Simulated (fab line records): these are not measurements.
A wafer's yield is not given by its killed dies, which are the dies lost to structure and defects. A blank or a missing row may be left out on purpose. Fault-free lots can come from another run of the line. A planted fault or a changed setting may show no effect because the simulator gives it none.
Comparing a struck lot with a sound one + flow ritCmos + 18 out of 202 route steps
Sound: the wafers L947.1, L947.5, L947.6. The struck wafers were L955.2, L955.3, L955.4. At the end, the cause is stated.
Order at every step that has rows: each side's tool, ch and its chambers, its first start. Under that, the readings that differ: sound wafers + struck wafers + difference of the means + sigmas: that difference in standard deviations of wafers without a fault.
alike: a reading whose means differ by less than 2 such deviations, as well as words and numbers matching on both sides. not compared: withheld readings; readings where some wafer has no value; bounds like >300 that might hide an equal value; numbers whose values overlap and for which the record gives no deviation.
The two part at a step that has a row with sigmas, a row that says differs or no value, or rows on one side only. Numbers that have no deviation but don't overlap get no sigmas and don't part them. A reading that every wafer of one side lacks parts them only if that side has two wafers or more.

first, 1 step without rows for these wafers: RIT_PLDD_IMPLANT_08.
RIT_PLDD_STRIP_09: strips in O2, time 180 s.
  sound on plasmaAsher-02 ch 0,1, day 2 19:30; struck on plasmaAsher-04 ch 0,1, day 4 13:20
  alike: drypumpMotorCurrentA
  not compared: rfHoursCounterH
RIT_PLDD_TW_MEAS_10:
  sound: filmMetro-01 at day 2 19:40; struck: filmMetro-02 at day 4 13:31
  alike: PLDD_TW
then, 4 steps without rows for these wafers: RIT_SPACER_CLEAN_00 (cleans in SC1, time 600 s); RIT_SPACER_CLEAN_01 (cleans in dHF, time 30 s); RIT_SPACER_CLEAN_02 (cleans in SC2, time 600 s); RIT_SPACER_CVD_03 (deposits Si3N4 from SiH2Cl2/NH3, target thk 250 nm, time 3300 s).
RIT_SPACER_THK_MEAS_04:
  sound: filmMetro-02 at day 2 22:01; struck: filmMetro-02 at day 4 15:53
  alike: SPACER_NITRIDE_THK
RIT_SPACER_ETCHBACK_05: etches Si3N4 in SF6/CHF3, stops on SiO2, target depth 250 nm, time 240 s.
  sound on rieDiel-04 ch 2,3, day 2 22:05; struck on rieDiel-02 ch 0,1,2, day 4 15:56
  alike: drypumpMotorCurrentA, oesProductAu, throttleValvePct
  not compared: rfHoursCounterH
then, 3 steps without rows for these wafers: RIT_NSD_HMDS_00 (prime time 60 s); RIT_NSD_COAT_01 (resist thk 1000 nm); RIT_NSD_SOFTBAKE_02 (time 60 s).
RIT_NSD_EXPOSE_03: exposes mask M9, target cd 40700 nm.
  sound on ilineStepper-02 ch 0, day 2 22:53; struck on ilineStepper-02 ch 0, day 4 16:41
| reading                   | sound                   | struck            | difference | sigmas |
|---------------------------|-------------------------|-------------------|------------|--------|
| model.NSD.overlayXNm (nm) | -0.8935 -0.8935 -0.8935 | 360.7 360.7 360.7 | +361.6     |        |
  alike: mask, focusOffsetNm, stageVelMmS
then, 2 steps without rows for these wafers: RIT_NSD_PEB_04; RIT_NSD_DEVELOP_05 (develop time 50 s).
RIT_NSD_OVL_MEAS_06:
  sound: overlay-01 at day 2 23:17; struck: overlay-02 at day 4 17:04
| reading      | sound         | struck            | difference | sigmas      |
|--------------|---------------|-------------------|------------|-------------|
| NSD_OVL (nm) | 1.2 -0.8 -2.2 | 360.1 362.1 361.8 | +361.9     | +99 or more |
then, 1 step without rows for these wafers: RIT_NSD_HARDBAKE_07 (time 60 s).
RIT_M1_PROBE_99:
  sound: prober-02 at day 3 08:58; struck: prober-01 at day 5 04:25
| reading                                | sound | struck | difference | sigmas |
|----------------------------------------|-------|--------|------------|--------|
| model.etest.selectEdgeDiodeN.overLimit | 0 0 0 | 1 1 1  | +1         |        |
  alike: killedAtFrontEnd, killedDies, killedOpen, killedShort

## WHERE THEY PART
RIT_NSD_OVL_MEAS_06 only, going by this record. Later steps at which nothing parts them and some readings are alike: RIT_M1_PROBE_99.

WHY: what the simulator had put in
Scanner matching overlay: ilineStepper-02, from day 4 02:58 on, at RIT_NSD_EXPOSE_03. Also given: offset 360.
